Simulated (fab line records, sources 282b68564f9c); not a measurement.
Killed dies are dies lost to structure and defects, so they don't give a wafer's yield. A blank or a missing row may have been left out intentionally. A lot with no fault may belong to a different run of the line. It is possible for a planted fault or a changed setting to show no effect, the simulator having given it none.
A struck lot beside a sound one | flow rit cmos | 17 steps out of a route of 202
Sound: these wafers, L972.3, L972.4, L972.5. The struck wafers were L978.1, L978.3, L978.5. The cause is named last.
Order at every step that has rows: each side's tool, ch and its chambers, its first start. Under that, the readings that differ: sound wafers | struck wafers | difference of the means | sigmas: that difference in standard deviations of wafers without a fault.
alike: readings whose means differ by less than 2 such deviations, and words and numbers that are the same on both sides. not compared: withheld readings, readings that some wafer has no value for, bounds like >300 that may hide the same value, and numbers for which the record gives no deviation and whose values overlap.
The two part at a step that has a row with sigmas, a row that says differs or no value, or rows on one side only. Numbers that have no deviation but don't overlap get no sigmas and don't part them. Lack of a reading on every wafer of one side parts them only where that side has two or more wafers.

first, 2 steps without rows for these wafers: RIT_NRETRO_HARDBAKE_07 (time 120 s); RIT_NRETRO_IMPLANT_08.
RIT_NRETRO_STRIP_09: strips in O2, time 180 s.
  sound on plasma asher-04 ch 0,1, day 3 02:55; struck on plasma asher-04 ch 0,1, day 4 07:43
  alike: drypump motor current A
  not compared: rf hours counter h
RIT_NRETRO_TW_MEAS_10:
  sound on film metro-02 at day 3 03:02; struck on film metro-01 at day 4 07:54
  reading   | sound          | struck         | difference | sigmas
  NRETRO_TW | 1039 1041 1038 | 1063 1061 1060 | +22        | +2
then, 6 steps without rows for these wafers: RIT_PRETRO_HMDS_00 (prime time 60 s); RIT_PRETRO_COAT_01 (resist thk 1300 nm); RIT_PRETRO_SOFTBAKE_02 (time 60 s); RIT_PRETRO_EXPOSE_03 (exposes mask M5, target cd 43700 nm); RIT_PRETRO_PEB_04; RIT_PRETRO_DEVELOP_05 (develop time 68 s).
RIT_PRETRO_OVL_MEAS_06:
  sound on overlay-01 at day 3 04:06; struck on overlay-02 at day 4 08:52
  alike: PRETRO_OVL
then, 1 step without rows for these wafers: RIT_PRETRO_HARDBAKE_07 (time 120 s).
RIT_PRETRO_IMPLANT_08:
  sound on implanter-03 ch 0, day 3 04:25; struck on implanter-02 ch 0, day 4 09:08
  reading       | sound                            | struck                           | difference  | sigmas
  dose ions cm2 | 1.2003e+13 1.2017e+13 1.1989e+13 | 1.1339e+13 1.1334e+13 1.1318e+13 | -6.7267e+11 | -48
RIT_PRETRO_STRIP_09: strips in O2, time 180 s.
  sound on plasma asher-04 ch 0,1, day 3 04:35; struck on plasma asher-04 ch 0,1, day 4 09:17
  alike: drypump motor current A
  not compared: rf hours counter h
RIT_PRETRO_TW_MEAS_10:
  sound on film metro-04 at day 3 04:43; struck on film metro-04 at day 4 09:28
  reading   | sound       | struck      | difference | sigmas
  PRETRO_TW | 476 473 475 | 464 465 465 | -10        | -3
then, 1 step without rows for these wafers: RIT_GATE_WET_ETCH_00 (etches SiO2 in BOE, target depth 56 nm, time 60 s).
RIT_M1_PROBE_99:
  rows exist in the record for the sound wafers here (prober-02, day 4 06:03), none for the struck ones

## WHERE THEY PART
At RIT_NRETRO_TW_MEAS_10 first; at RIT_M1_PROBE_99 last (within this record only).

WHY: whatever the simulator had introduced
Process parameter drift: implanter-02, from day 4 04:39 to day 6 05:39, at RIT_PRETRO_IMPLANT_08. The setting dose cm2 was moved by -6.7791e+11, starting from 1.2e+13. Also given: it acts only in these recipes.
